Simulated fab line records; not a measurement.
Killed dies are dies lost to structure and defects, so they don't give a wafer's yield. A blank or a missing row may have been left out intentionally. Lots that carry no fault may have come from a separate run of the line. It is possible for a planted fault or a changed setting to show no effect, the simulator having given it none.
Code-filled problem report in 8D (eight disciplines) form || flow berkeley cmos170 || the parts of the form that need people (team, actions taken, sign-off) are left out

## 1. THE ISSUE
At UCB170_PSD_CD_MEAS_06, cd nm averages 1220.5 nm over 6 wafers from 2 lots, while fault-free wafers read 1199.8 nm, standard deviation 1.3. Relative to the usual mean, that is a shift of +16 standard deviations.
The step: target cd 1200 nm.
Earliest sighting: wafer L244.2 on cd sem-02 at day 9 21:39. The record has a number at this step for 42 wafers belonging to 14 lots. Rule for "out", or "out of limits": more than 4 standard deviations from the usual mean. The other wafers with a number count as sound.

## 2. WHAT IT IS, AND WHAT IT ISN'T
{"question": "which readings at this step", "is": "cd nm", "is not": "-"}
{"question": "which lots", "is": "L242, L244", "is not": "L232, L233, L235, L236, L238, L239, L240, L243, L245, L246, L252, L254"}
{"question": "which wafers of those lots", "is": "all that have a number", "is not": "-"}
{"question": "read on which gauges", "is": "cd sem-02", "is not": "cd sem-01"}
{"question": "when", "is": "from day 9 21:39", "is not": "up to then (27 sound wafers); but 9 sound wafers of L243, L252, L254 came after"}

## 3. SUSPECTS, AND WHAT RULES EACH OUT
Counting: a tool at any process step up to the reading remains a suspect when it ran all the lots that are out and ran no sound lot after the first of those.
- the gauge at UCB170_PSD_CD_MEAS_06 has been ruled out. All the wafers that are out were read on cd sem-02, but those of them that UCB170_PSD_PEB_04 has rows for are out there too, on other tools.
- litho track-02 at UCB170_PSD_PEB_04: kept. It ran every lot that is out, first L244 (day 9 21:23), and no sound lot after that; its last sound lot up to then is L245 (day 9 21:02). On those wafers its own readings are out: heater power total W, plate temp C.
Left after counting: litho track-02 at UCB170_PSD_PEB_04.

## 4. THE CAUSE (what the simulator had put in)
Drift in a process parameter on litho track-02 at UCB170_PSD_PEB_04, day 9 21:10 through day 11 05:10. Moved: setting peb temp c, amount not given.
Counting left only this tool.

## 5. SEQUENCE OF EFFECTS, ordered by route
One row per reading whose mean, taken over the struck wafers that have a number, lies over 3 standard deviations from the usual. Only readings whose record carries a usual standard deviation are examined. hours: median over the lots of the time between each lot's start at the first step of this table that gives one and its start at this step. sigmas: the change, counted in usual standard deviations.
{"hours": 0, "step": "UCB170_PSD_PEB_04", "reading": "heater power total W", "usual": "56.80 W", "on struck wafers": 59.09, "change": "+2.29", "sigmas": "+51"}
{"hours": 0, "step": "UCB170_PSD_PEB_04", "reading": "plate temp C", "usual": "130.01 C", "on struck wafers": 134.00, "change": "+3.99", "sigmas": "+27"}
{"hours": 0, "step": "UCB170_PSD_CD_MEAS_06", "reading": "cd nm", "usual": "1199.8 nm", "on struck wafers": 1220.5, "change": "+20.7", "sigmas": "+16"}
Its process steps:
- UCB170_PSD_PEB_04

## 6. WHAT WOULD HAVE CAUGHT IT SOONER
0 hours passed between the start of the fault at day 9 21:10 and the first reading out of limits at a measuring or inspecting step in this record, taken at day 9 21:39.
The tool's own readings at UCB170_PSD_PEB_04 were out on every struck wafer that the step has a row for (heater power total W, plate temp C): an alarm limit on them would have fired on the first of those.
Of the lots that are out (2), L242 began UCB170_PSD_PEB_04 on litho track-02 after day 9 21:39. A hold on the tool at that time would have spared it.
